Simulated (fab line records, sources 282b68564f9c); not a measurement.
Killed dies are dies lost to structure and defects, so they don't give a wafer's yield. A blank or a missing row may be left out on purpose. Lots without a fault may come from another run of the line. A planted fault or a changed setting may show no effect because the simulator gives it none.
fab line records | flow rit_cmos
record lots=13 wafers=39 last_day=7
route steps=202 shown ACTIVE@1 NWELL@34 PWELL@49
lots that met no fault: from a run of the same line without faults
start_h: hours from the record's first day to the start of the lot's first wafer shown | wait_h: hours since the lot's step before | " the same as in the row above | L1.1+2: a row that stands for several wafers | - no value, or no start given | * or withheld: withheld | < > ~ a bound
route shown NAME@n: a module of which the file shows steps, and the number in the route of the first | usual: mean/standard deviation of fault-free wafers | same: alike in all rows | chamber/n: place in a boat | sites: the reading at each site | _std_site: their standard deviation | _edge_site: outer sites' mean less inner sites' | radius_mm: how far each site lies from the wafer's centre | mask NAME#n: copy n | behind: the tool/chamber that last shaped the wafer | hold: why the lot was held/for how many hours/how that ended | device: the transistor (n, p or np) that didn't switch | end of line: the same wafers' tests at the end of the route | a step without rows: its recipe alone | killed: dies lost to structure and defects at the first sort, not the wafer's yield | map: a wafer's dies, x killed, . not, _ none there
set.NAME: the setting as run; set.NAME@STEP: as run at that earlier step | model.NAME: the simulator's own value behind a step, which no gauge read
steps of the route over a sample of lots; a table a step, a row a wafer
services: from which hour (start_h, from the record's first day; less than 0 if before it) a tool's chamber was out of use, for how many hours, and why
## steps
# step RIT_ACTIVE_BOW_MEAS_00
# recipe mode=bow
# usual INCOMING_BOW=-1/6.9
# columns lot.wafer tool chamber start_h wait_h INCOMING_BOW[um]
L704.2 film_metro-04 - 10.02 - -5
L704.4 " - " " -2
L704.5 " - " " 2
L705.1 film_metro-03 - 15.00 - 13
L705.4 " - " " 10
L705.6 " - " " -2
L706.1 film_metro-02 - 20.00 - 5
L706.4 " - " " -7
L706.6 " - " " -6
L713.3 film_metro-02 - 55.04 - -4
L713.4 " - " " -2
L713.6 " - " " -4
L715.4 film_metro-03 - 65.06 - -4
L715.5 " - " " -5
L715.6 " - " " 2
L716.2 film_metro-03 - 70.02 - 6
L716.4 " - " " -2
L716.5 " - " " -8
L717.4 film_metro-02 - 75.06 - -15
L717.5 " - " " -9
L717.6 " - " " 0
L718.1 film_metro-03 - 80.00 - -5
L718.2 " - " " 1
L718.3 " - " " -2
L719.1 film_metro-02 - 85.00 - 0
L719.4 " - " " 0
L719.5 " - " " -1
L721.1 film_metro-03 - 95.00 - 3
L721.2 " - " " -8
L721.6 " - " " -9
L722.1 film_metro-03 - 100.00 - 0
L722.3 " - " " -2
L722.4 " - " " 3
L724.2 film_metro-04 - 110.02 - -1
L724.5 " - " " -4
L724.6 " - " " 10
L726.1 film_metro-02 - 120.00 - -16
L726.5 " - " " -6
L726.6 " - " " 7
# step RIT_ACTIVE_OXIDATION_01
# recipe temp_c=1000 ambient=O2 target_thk_a=468 ox_time_s=3360
# usual ox_time_s=3360/0 spike_tc_centre_C=1002.1/1.3 spike_tc_load_C=1024.8/1.1
# columns lot.wafer tool chamber start_h wait_h ox_time_s spike_tc_centre_C spike_tc_load_C
L704.2 furnace-03 0 10.12 0.1 3360 1003.1 1022.5
L704.4 " 0 " " 3360 1005.0 1025.0
L704.5 " 0 " " 3360 1003.0 1025.6
L705.1 furnace-01 0 15.15 0.1 3360 1001.6 1024.0
L705.4 " 0 " " 3360 1001.5 1024.7
L705.6 " 0 " " 3360 1002.8 1024.4
L706.1 furnace-01 0 20.65 0.6 3360 1001.6 1024.5
L706.4 " 0 " " 3360 1001.7 1024.8
L706.6 " 0 " " 3360 1001.2 1026.2
L713.3 furnace-01 0 55.12 0.1 2688 1001.7 1025.0
L713.4 " 0 " " 2688 1001.2 1022.9
L713.6 " 0 " " 2688 1001.2 1025.6
L715.4 furnace-01 0 65.12 0.0 2688 1002.2 1025.7
L715.5 " 0 " " 2688 1001.5 1026.3
L715.6 " 0 " " 2688 1002.9 1026.3
L716.2 furnace-02 0 70.12 0.1 3360 1000.1 1025.4
L716.4 " 0 " " 3360 1002.0 1025.9
L716.5 " 0 " " 3360 1001.2 1023.8
L717.4 furnace-02 0 75.88 0.8 3360 1000.1 1025.0
L717.5 " 0 " " 3360 1000.8 1024.3
L717.6 " 0 " " 3360 1002.1 1026.0
L718.1 furnace-02 0 80.64 0.6 3360 1001.6 1024.7
L718.2 " 0 " " 3360 1003.2 1026.1
L718.3 " 0 " " 3360 1000.2 1027.3
L719.1 furnace-02 0 85.12 0.1 3360 1002.0 1025.6
L719.4 " 0 " " 3360 1000.1 1025.5
L719.5 " 0 " " 3360 1002.1 1025.2
L721.1 furnace-03 0 95.12 0.1 3360 1004.4 1024.8
L721.2 " 0 " " 3360 1001.9 1024.6
L721.6 " 0 " " 3360 1002.2 1023.4
L722.1 furnace-03 0 100.12 0.1 3360 1005.4 1024.7
L722.3 " 0 " " 3360 1002.2 1025.7
L722.4 " 0 " " 3360 1003.8 1024.4
L724.2 furnace-03 0 110.12 0.1 3360 1003.2 1024.9
L724.5 " 0 " " 3360 1003.7 1024.2
L724.6 " 0 " " 3360 1005.3 1024.1
L726.1 furnace-03 0 120.12 0.1 3360 1002.2 1025.2
L726.5 " 0 " " 3360 1002.9 1024.6
L726.6 " 0 " " 3360 1003.3 1022.1
# step RIT_ACTIVE_THK_MEAS_02
# recipe reads=SiO2_of_ACTIVE_OXIDATION_01
# usual ACTIVE_OXIDE_THK=47.5/0.85
# columns lot.wafer tool chamber start_h wait_h ACTIVE_OXIDE_THK[nm]
L704.2 film_metro-04 - 12.06 0.0 47.1
L704.4 " - " " 45.5
L704.5 " - " " 45.7
L705.1 film_metro-02 - 17.08 0.0 48.1
L705.4 " - " " 48.3
L705.6 " - " " 48.7
L706.1 film_metro-04 - 22.59 0.0 46.9
L706.4 " - " " 46.6
L706.6 " - " " 47.2
L713.3 film_metro-04 - 57.07 0.0 42.1
L713.4 " - " " 41.8
L713.6 " - " " 42.0
L715.4 film_metro-04 - 67.08 0.0 40.8
L715.5 " - " " 41.8
L715.6 " - " " 41.5
L716.2 film_metro-03 - 72.06 0.0 48.2
L716.4 " - " " 48.2
L716.5 " - " " 47.9
L717.4 film_metro-02 - 77.84 0.0 46.5
L717.5 " - " " 47.3
L717.6 " - " " 46.9
L718.1 film_metro-02 - 82.58 0.0 47.4
L718.2 " - " " 48.0
L718.3 " - " " 48.0
L719.1 film_metro-02 - 87.05 0.0 46.7
L719.4 " - " " 47.5
L719.5 " - " " 46.9
L721.1 film_metro-04 - 97.05 0.0 46.5
L721.2 " - " " 45.6
L721.6 " - " " 46.3
L722.1 film_metro-02 - 102.05 0.0 47.7
L722.3 " - " " 48.4
L722.4 " - " " 48.4
L724.2 film_metro-04 - 112.06 0.0 48.6
L724.5 " - " " 49.1
L724.6 " - " " 48.9
L726.1 film_metro-04 - 122.05 0.0 47.7
L726.5 " - " " 47.6
L726.6 " - " " 47.3
# step RIT_NWELL_OVL_MEAS_06
# usual NWELL_OVL=-0.6/1.3
# columns lot.wafer tool chamber start_h wait_h NWELL_OVL[nm]
L704.2 overlay-01 - 20.28 - 0.3
L704.4 " - " " -0.9
L704.5 " - " " -1.5
L705.1 overlay-01 - 26.38 - 1.9
L705.4 " - " " 0.6
L705.6 " - " " 0.9
L706.1 overlay-01 - 31.57 - -0.9
L706.4 " - " " 0.1
L706.6 " - " " 0.8
L713.3 overlay-01 - 68.50 - -2.2
L713.4 " - " " -2.8
L713.6 " - " " -2.9
L715.4 overlay-01 - 75.27 - -1.1
L715.5 " - " " -1.6
L715.6 " - " " -2.2
L716.2 overlay-01 - 80.35 - -2.3
L716.4 " - " " -0.9
L716.5 " - " " -1.8
L717.4 overlay-01 - 86.12 - 0.5
L717.5 " - " " 1.2
L717.6 " - " " 1.1
L718.1 overlay-01 - 91.93 - -1.5
L718.2 " - " " 0.4
L718.3 " - " " -0.9
L719.1 overlay-02 - 95.14 - -2.8
L719.4 " - " " -2.7
L719.5 " - " " -3.1
L721.1 overlay-02 - 105.25 - -0.6
L721.2 " - " " -1.4
L721.6 " - " " 0.4
L722.1 overlay-02 - 111.17 - -1.3
L722.3 " - " " -1.0
L722.4 " - " " -0.6
L724.2 overlay-02 - 121.06 - -1.0
L724.5 " - " " -1.3
L724.6 " - " " -1.8
L726.1 overlay-01 - 130.33 - 2.1
L726.5 " - " " 0.6
L726.6 " - " " -0.1
# step RIT_PWELL_TW_MEAS_10
# usual PWELL_TW=947/4.6
# columns lot.wafer tool chamber start_h wait_h PWELL_TW
L704.2 film_metro-01 - 22.45 0.1 942
L704.4 " - " " 945
L704.5 " - " " 939
L705.1 film_metro-01 - 28.54 0.1 948
L705.4 " - " " 950
L705.6 " - " " 953
L706.1 film_metro-01 - 33.86 0.1 948
L706.4 " - " " 942
L706.6 " - " " 944
L713.3 film_metro-01 - 70.67 0.1 941
L713.4 " - " " 941
L713.6 " - " " 938
L715.4 film_metro-04 - 77.45 0.1 951
L715.5 " - " " 951
L715.6 " - " " 949
L716.2 film_metro-04 - 82.52 0.1 951
L716.4 " - " " 947
L716.5 " - " " 952
L717.4 film_metro-04 - 88.29 0.1 943
L717.5 " - " " 949
L717.6 " - " " 950
L718.1 film_metro-04 - 94.54 0.1 946
L718.2 " - " " 948
L718.3 " - " " 951
L719.1 film_metro-01 - 97.46 0.1 945
L719.4 " - " " 946
L719.5 " - " " 946
L721.1 film_metro-01 - 107.54 0.1 948
L721.2 " - " " 939
L721.6 " - " " 942
L722.1 film_metro-04 - 113.33 0.1 951
L722.3 " - " " 954
L722.4 " - " " 954
L724.2 film_metro-01 - 123.22 0.1 948
L724.5 " - " " 943
L724.6 " - " " 947
L726.1 film_metro-04 - 132.62 0.1 949
L726.5 " - " " 952
L726.6 " - " " 947
## services
# columns tool chamber start_h hours kind
furnace-01 - 3.26 5.2 repair
furnace-03 - 16.41 4.8 repair
furnace-03 - 44.08 3.6 pm
furnace-02 - 56.10 4.2 pm
furnace-02 - 60.33 4.9 pm
## key
first_sign step=RIT_ACTIVE_OXIDATION_01 reading=ox_time_s direction=down sigmas=99+ usual=* struck=*
effect step=RIT_ACTIVE_THK_MEAS_02 reading=ACTIVE_OXIDE_THK direction=down sigmas=6.9 usual=47.5 struck=41.7
met_at RIT_ACTIVE_OXIDATION_01
struck_lots L713,L715
tester_left_out L713,L715
not_acting_at RIT_ACTIVE_BOW_MEAS_00,RIT_NWELL_OVL_MEAS_06,RIT_PWELL_TW_MEAS_10
onset_between 20.65 55.12
fault kind=process_parameter_drift tool=furnace-01 chamber=- onset_h=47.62 steps=RIT_ACTIVE_OXIDATION_01 channel=ox_time_s offset=* shape=step end_h=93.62 acts_in=* stated=*
# tester_left_out: of these lots the tester's yield and bins aren't shown, on N5 and GAA mostly nor the transistor test; their killed dies are dies lost to structure and defects alone, not to doping, threshold or leakage, so they don't give the yield
